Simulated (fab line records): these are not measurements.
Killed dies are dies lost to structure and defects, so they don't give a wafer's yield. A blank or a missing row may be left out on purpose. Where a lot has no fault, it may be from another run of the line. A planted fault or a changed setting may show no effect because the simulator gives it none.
Code-filled problem report in 8D (eight disciplines) form + flow rit_cmos + the parts of the form that need people (team, actions taken, sign-off) are left out

1. WHAT IS WRONG
tube_center_temp_C at RIT_M1_ANNEAL_15 reads a mean of 485.16 C on 12 wafers of 4 lots; wafers without a fault read 450.01 C with a standard deviation of 0.041. So: +99 or more standard deviations from the usual mean.
The step: time 1839 s.
Seen first at day 5 17:46 on furnace-02, wafer L191.1. Wafers with a number at this step in the record: 39, from 13 lots. The rule behind "out" and "out of limits": a value lying over 4 standard deviations away from the usual mean. Any other wafer with a number is counted as sound.

2. WHAT IT IS; WHAT IT IS NOT
| question                    | is                                                                                                                                                                   | is not                                               |
|-----------------------------|----------------------------------------------------------------------------------------------------------------------------------------------------------------------|------------------------------------------------------|
| which readings at this step | tube_center_temp_C, spike_tc_centre_C, spike_tc_load_C, spike_tc_source_C, tube_center_temp_C_max, zone_power_centre_pct, zone_power_load_pct, zone_power_source_pct | -                                                    |
| which lots                  | L191, L192, L193, L194                                                                                                                                               | L182, L183, L184, L185, L186, L187, L188, L189, L190 |
| which wafers of those lots  | all that have a number                                                                                                                                               | -                                                    |
| read on which tools         | furnace-02                                                                                                                                                           | -                                                    |
| when                        | from day 5 17:46                                                                                                                                                     | up to then (27 sound wafers)                         |

3. SUSPECTS, AND WHAT RULES EACH OUT
Counting: a tool at a process step up to the reading stays a suspect if it ran every lot that is out and no sound lot after the first of them.
- furnace-02 at RIT_M1_ANNEAL_15 (time 1839 s): kept. It ran every lot that is out, first L191 (day 5 17:46), and no sound lot after that; its last sound lot up to then is L190 (day 5 04:33). On those wafers its own readings are out: spike_tc_centre_C, spike_tc_load_C, spike_tc_source_C, tube_center_temp_C, tube_center_temp_C_max, zone_power_centre_pct, zone_power_load_pct, zone_power_source_pct.
Left after counting: furnace-02 at RIT_M1_ANNEAL_15.

4. THE CAUSE (what the simulator had put in)
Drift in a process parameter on furnace-02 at RIT_M1_ANNEAL_15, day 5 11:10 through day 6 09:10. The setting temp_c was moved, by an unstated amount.
Only this tool survived the counting.

5. SEQUENCE OF EFFECTS, ordered by route
Each row: a reading whose mean over the struck wafers that have a number lies more than 3 standard deviations from the usual. Only readings for which the record gives a usual standard deviation are gone through. hours: the time from each lot's start at the first step in this table that gives one to its start at this step, as a median over the lots. sigmas: the change in usual standard deviations.
| hours | step             | reading                | usual    | on struck wafers | change | sigmas      |
|-------|------------------|------------------------|----------|------------------|--------|-------------|
| 0     | RIT_M1_ANNEAL_15 | spike_tc_centre_C      | 453.2 C  | 487.8            | +34.6  | +35         |
| 0     | RIT_M1_ANNEAL_15 | spike_tc_load_C        | 468.7 C  | 504.8            | +36.1  | +37         |
| 0     | RIT_M1_ANNEAL_15 | spike_tc_source_C      | 465.5 C  | 501.2            | +35.7  | +32         |
| 0     | RIT_M1_ANNEAL_15 | tube_center_temp_C     | 450.01 C | 485.16           | +35.15 | +99 or more |
| 0     | RIT_M1_ANNEAL_15 | tube_center_temp_C_max | 451.13   | 486.35           | +35.22 | +99 or more |
| 0     | RIT_M1_ANNEAL_15 | zone_power_centre_pct  | 18.40 %  | 20.07            | +1.68  | +8.8        |
| 0     | RIT_M1_ANNEAL_15 | zone_power_load_pct    | 6.60 %   | 7.49             | +0.89  | +14         |
| 0     | RIT_M1_ANNEAL_15 | zone_power_source_pct  | 6.78 %   | 7.65             | +0.87  | +13         |
It contains these process steps:
- RIT_M1_ANNEAL_15: time 1839 s.

6. WHAT WOULD HAVE CAUGHT IT SOONER
First out-of-limits reading in this record: day 5 17:46, which is 7 hours after fault onset at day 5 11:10.
